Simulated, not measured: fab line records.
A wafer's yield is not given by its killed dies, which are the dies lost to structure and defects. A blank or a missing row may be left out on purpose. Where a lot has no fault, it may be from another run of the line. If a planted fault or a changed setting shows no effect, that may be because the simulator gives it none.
Split-lot experiment -- flow berkeleyCmos170 -- route with 331 steps; 5 lots, 23 wafers read

== ON THE SPLIT ==
At UCB170_PLDD_COAT_01 (resist thk 900 nm), the setting resistThkNm was moved away from the recipe's 900 nm on 10 of the 23 wafers read, by -4.5% to -1.7%. This setting was run at the recipe's value on the other wafers.

The split's own step is where the reading is taken.

== THE READING ==
KrF_of_PLDD_COAT_01.thkNm (the simulator's own value, which no gauge read), in nm, at UCB170_PLDD_COAT_01 (resist thk 900 nm). The file gives no usual value for it. Average 899.7 nm, standard deviation 2.1 nm, over the 13 wafers here run with the recipe.

wafer,"tool, chamber at the split","resistThkNm as run, nm",against the recipe,"KrF_of_PLDD_COAT_01.thkNm, nm",against lot-mates on the recipe
L076.1,"lithoTrack-02, 0",867.7,-3.6%,868.6,-30.7
L076.2,"lithoTrack-02, 0",900,recipe,898.2,-
L076.4,"lithoTrack-02, 0",867.7,-3.6%,864.6,-34.7
L076.5,"lithoTrack-02, 0",900,recipe,898,-
L076.6,"lithoTrack-02, 0",900,recipe,901.8,-
L075.1,"lithoTrack-03, 0",900,recipe,898.9,-
L075.3,"lithoTrack-03, 0",900,recipe,900.5,-
L075.4,"lithoTrack-03, 0",900,recipe,899.7,-
L079.1,"lithoTrack-04, 0",900,recipe,902.2,-
L079.2,"lithoTrack-04, 0",900,recipe,904.2,-
L079.4,"lithoTrack-04, 0",884.3,-1.7%,885.4,-16.9
L079.5,"lithoTrack-04, 0",884.3,-1.7%,885.8,-16.5
L079.6,"lithoTrack-04, 0",900,recipe,900.5,-
L083.1,"lithoTrack-03, 0",880.5,-2.2%,875.7,-22.9
L083.2,"lithoTrack-03, 0",880.5,-2.2%,874.5,-24.1
L083.3,"lithoTrack-03, 0",880.5,-2.2%,876.7,-21.9
L083.4,"lithoTrack-03, 0",900,recipe,896.9,-
L083.5,"lithoTrack-03, 0",900,recipe,900.3,-
L084.2,"lithoTrack-04, 0",900,recipe,896.3,-
L084.3,"lithoTrack-04, 0",900,recipe,898.4,-
L084.4,"lithoTrack-04, 0",859.6,-4.5%,858.8,-38.5
L084.5,"lithoTrack-04, 0",859.6,-4.5%,858.4,-38.9
L084.6,"lithoTrack-04, 0",859.6,-4.5%,855.8,-41.5

FIT RESULTS
A straight line over all 23 wafers: KrF_of_PLDD_COAT_01.thkNm changes by +9.44 nm for each +1% of resistThkNm; r = +0.99; the points scatter about the line by 2.5 nm.
The same after taking each lot's own level away (the mean of its wafers on the recipe; 23 wafers): +9.07 nm for each +1%; r = +0.99; scatter 1.9 nm.
That fit puts the effect of the largest move of resistThkNm on the reading at 41 nm.
From 897.35 to 902.30 nm: that is the span of the lots' own levels, equal to 2.3 times the standard deviation above.
Consequently the slope shifts little with the lot-to-lot level, the two slopes agreeing.
Check: with one of the wafers moved furthest among these (-4.5%) left out of the fit, the line predicts -41.7 nm for it against its lot-mates. Against them it came out at -38.5 nm.

== THE OTHER SPLITS THESE WAFERS WENT THROUGH ==
Note: prior to the reading, these wafers also went through further splits. Each is held against what the fit with the lots' levels taken away leaves over:
other split on the same wafers,wafers away from the commonest value,r with KrF_of_PLDD_COAT_01.thkNm (lot level and that fit taken away)
UCB170_START_OXIDATION_02 oxTimeS,15,-0.38
UCB170_NWELL_IMPLANT_14 energyKev,10,-0.30
UCB170_PWELL_CVD_05 nh3FlowSccm,15,+0.28
UCB170_ACTIVE_OXIDATION_02 oxTimeS,15,+0.28
UCB170_PFIELD_IMPLANT_07 energyKev,10,-0.26
UCB170_PVT_IMPLANT_07 doseCm2,6,-0.02

== THE WHOLE CHAIN: every reading that the file lists as answering this split, in the file's order ==
step,what it does,reading,change (the file's fit),r (the file's)
UCB170_PLDD_COAT_01,resist thk 900 nm,"KrF_of_PLDD_COAT_01.thkNm (the simulator's own value, which no gauge read)",+9.19 nm for each +1% of the setting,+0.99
UCB170_PLDD_STRIP_10,strips in O2,stripTimeToEndpointS,withheld for each +1% of the setting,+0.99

== FILE'S OWN FIT ==
KrF_of_PLDD_COAT_01.thkNm changes by +9.19 nm for each +1% of resistThkNm, r = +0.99.
